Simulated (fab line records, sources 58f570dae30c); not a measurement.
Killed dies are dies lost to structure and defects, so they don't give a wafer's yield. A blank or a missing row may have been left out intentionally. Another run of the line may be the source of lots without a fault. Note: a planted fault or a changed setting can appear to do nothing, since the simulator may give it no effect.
Code-filled problem report in 8D (eight disciplines) form / flow berkeleyCmos170 / the parts of the form that need people (team, actions taken, sign-off) are left out

## 1. PROBLEM STATEMENT
Wafers free of any fault read 75.48 ohm/sq (standard deviation 0.28) for PSD_RS at UCB170_SDANNEAL_RS_MEAS_02, against a mean of 84.11 ohm/sq on 6 wafers of 2 lots. Relative to the usual mean, that is a shift of +31 standard deviations.
The step: measures by four-point-probe.
Earliest sighting: wafer L456.2 on filmMetro-04 at day 10 07:41. The record has a number at this step for 42 wafers belonging to 14 lots. Rule for "out" (also "out of limits"): further than 4 standard deviations from the usual mean. The other wafers with a number count as sound.

## 2. WHAT IT IS AND WHAT IT IS NOT
question=which readings at this step | is=PSD_RS | is not=-
question=which lots | is=L456, L458 | is not=L446, L447, L448, L449, L450, L451, L452, L459, L461, L464, L466, L469
question=which wafers of those lots | is=all that have a number | is not=-
question=read on which gauges | is=filmMetro-03, filmMetro-04 | is not=filmMetro-02
question=when | is=from day 10 07:41 | is not=up to then (21 sound wafers); but 15 sound wafers of L459, L461, L464, L466, L469 came after

## 3. THE SUSPECTS, EACH WITH WHAT RULES IT OUT
Counting: a tool at a process step up to the reading stays a suspect if it ran every lot that is out and no sound lot after the first of them.
- the gauge at UCB170_SDANNEAL_RS_MEAS_02 has been ruled out. 2 gauges (filmMetro-03, filmMetro-04) read the wafers that are out.
- rtpAnneal-01 at UCB170_SDANNEAL_RTA_00 (time 10 s): kept. All lots that are out passed through it, beginning with L456 at day 10 07:34, and no sound lot followed; its final sound lot before that point was L452 at day 9 13:38.
- rtpAnneal-01 at UCB170_SDANNEAL_RTA_01 (time 5 s): kept. All lots that are out passed through it, beginning with L456 at day 10 07:37, and no sound lot followed; its final sound lot before that point was L452 at day 9 13:41.
Remaining after the count are rtpAnneal-01 at UCB170_SDANNEAL_RTA_00 and rtpAnneal-01 at UCB170_SDANNEAL_RTA_01.

## 4. THE CAUSE (what the simulator had put in)
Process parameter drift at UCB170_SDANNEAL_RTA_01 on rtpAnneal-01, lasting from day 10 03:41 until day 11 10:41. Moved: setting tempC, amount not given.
This tool is one of the 2 suspects left after counting.

## 5. SEQUENCE OF EFFECTS, ordered by route
Each row: a reading where the mean over the struck wafers with a number is more than 3 standard deviations away from the usual. Scope: only readings with a usual standard deviation given in the record; hours: median across lots of the time from each lot's start at the first step in this table that gives one to its start at this step; sigmas: change in usual standard deviations.
hours=0; step=UCB170_SDANNEAL_RS_MEAS_02; reading=PSD_RS; usual=75.48 ohm/sq; on struck wafers=84.11; change=+8.63; sigmas=+31
hours=0; step=UCB170_SDANNEAL_RS_MEAS_03; reading=NSD_RS; usual=37.27 ohm/sq; on struck wafers=38.38; change=+1.11; sigmas=+11
Later measuring or inspecting steps at which every struck wafer that the step has a row for has a number for every such reading, and none has moved that far: UCB170_SDANNEAL_RS_MEAS_04.

## 6. HOW IT WOULD HAVE BEEN CAUGHT EARLIER
The first out-of-limits reading at a measuring or inspecting step in this record came at day 10 07:41, 4 hours after the fault's start at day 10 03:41.
No tool reading at UCB170_SDANNEAL_RTA_01 that has a usual standard deviation in the record was out on any struck wafer, so an alarm limit of 4 standard deviations on those readings would not have fired.
Lots out: 2; of these, L458 started UCB170_SDANNEAL_RTA_01 on rtpAnneal-01 after day 10 07:41. It would have been spared by a hold on the tool at that moment.
